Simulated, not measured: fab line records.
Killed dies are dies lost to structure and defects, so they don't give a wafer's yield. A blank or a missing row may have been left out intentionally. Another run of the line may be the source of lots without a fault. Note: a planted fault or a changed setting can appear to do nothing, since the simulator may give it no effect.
Code-filled problem report in 8D (eight disciplines) form | flow berkeley_cmos170 | the parts of the form that need people (team, actions taken, sign-off) are left out

## 1. THE PROBLEM
run_length_s at UCB170_M3_METAL_ETCH_18 reads a mean of 186.1 s on 4 wafers of 2 lots; wafers without a fault read 223.2 s with a standard deviation of 0.81. That is -46 standard deviations from the usual mean.
The step: etches Al in Cl2/BCl3, stops on SiO2, target depth 1170 nm, time 195 s.
First observed at day 10 22:19: wafer L233.1, on rie_metal-04. The record has a number at this step for 42 wafers belonging to 14 lots. Rule for "out", or "out of limits": more than 4 standard deviations from the usual mean. The other wafers with a number count as sound.

## 2. WHAT IT IS, AND WHAT IT ISN'T
question                    | is                             | is not
which readings at this step | run_length_s, oes_product_au   | chamber_pressure_mTorr, drypump_motor_current_A, he_backside_leak_sccm, throttle_valve_pct
which lots                  | L233, L238                     | L224, L225, L226, L227, L228, L229, L230, L231, L235, L242, L244, L245
which wafers of those lots  | L233.1, L233.5, L238.2, L238.6 | L233.4, L238.1
read on which tools         | rie_metal-04                   | rie_metal-02, rie_metal-03
when                        | from day 10 22:19              | up to then (25 sound wafers); but 13 sound wafers of L235, L238, L242, L244, L245 came after

## 3. THE SUSPECTS, EACH WITH WHAT RULES IT OUT
Counting: any tool at a process step up to the reading remains a suspect provided it ran every lot that is out. Sound lots after the first of them don't rule it out here, since some wafers of a struck lot are sound.
- rie_metal-04 at UCB170_M3_METAL_ETCH_18 (etches Al in Cl2/BCl3, stops on SiO2, target depth 1170 nm, time 195 s): kept. It ran every lot that is out, first L233 (day 10 22:19); its last sound lot up to then is L231 (day 10 12:39). On those wafers its own readings are out: oes_product_au, run_length_s.
- Within rie_metal-04 at UCB170_M3_METAL_ETCH_18, the wafers that are out were processed in chamber 0 and their sound lot-mates in chamber 1.
After counting, what remains is rie_metal-04 at UCB170_M3_METAL_ETCH_18.

## 4. THE CAUSE (what the simulator had put in)
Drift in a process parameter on rie_metal-04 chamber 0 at UCB170_M3_METAL_ETCH_18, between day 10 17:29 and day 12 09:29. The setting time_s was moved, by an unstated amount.
This tool alone remained once counting was done.

## 5. THE EFFECT CHAIN, in route order
One row per reading whose mean, taken over the struck wafers that have a number, lies over 3 standard deviations from the usual. Only readings for which the record gives a usual standard deviation are gone through. hours: the time from each lot's start at the first step in this table that gives one to its start at this step, as a median over the lots. sigmas: the change in usual standard deviations.
hours | step                    | reading        | usual      | on struck wafers | change | sigmas
0     | UCB170_M3_METAL_ETCH_18 | oes_product_au | 0.861 a.u. | 0.995            | +0.134 | +11
0     | UCB170_M3_METAL_ETCH_18 | run_length_s   | 223.2 s    | 186.1            | -37.1  | -46
0     | UCB170_M3_STRIP_19      | oes_product_au | 0.550 a.u. | 0.685            | +0.135 | +9.0
It contains these process steps:
- UCB170_M3_METAL_ETCH_18: etches Al in Cl2/BCl3, stops on SiO2, target depth 1170 nm, time 195 s.
- UCB170_M3_STRIP_19: strips in O2.

## 6. HOW IT WOULD HAVE BEEN CAUGHT EARLIER
The fault began at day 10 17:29; the first out-of-limits reading in this record came at day 10 22:19, 5 hours later.
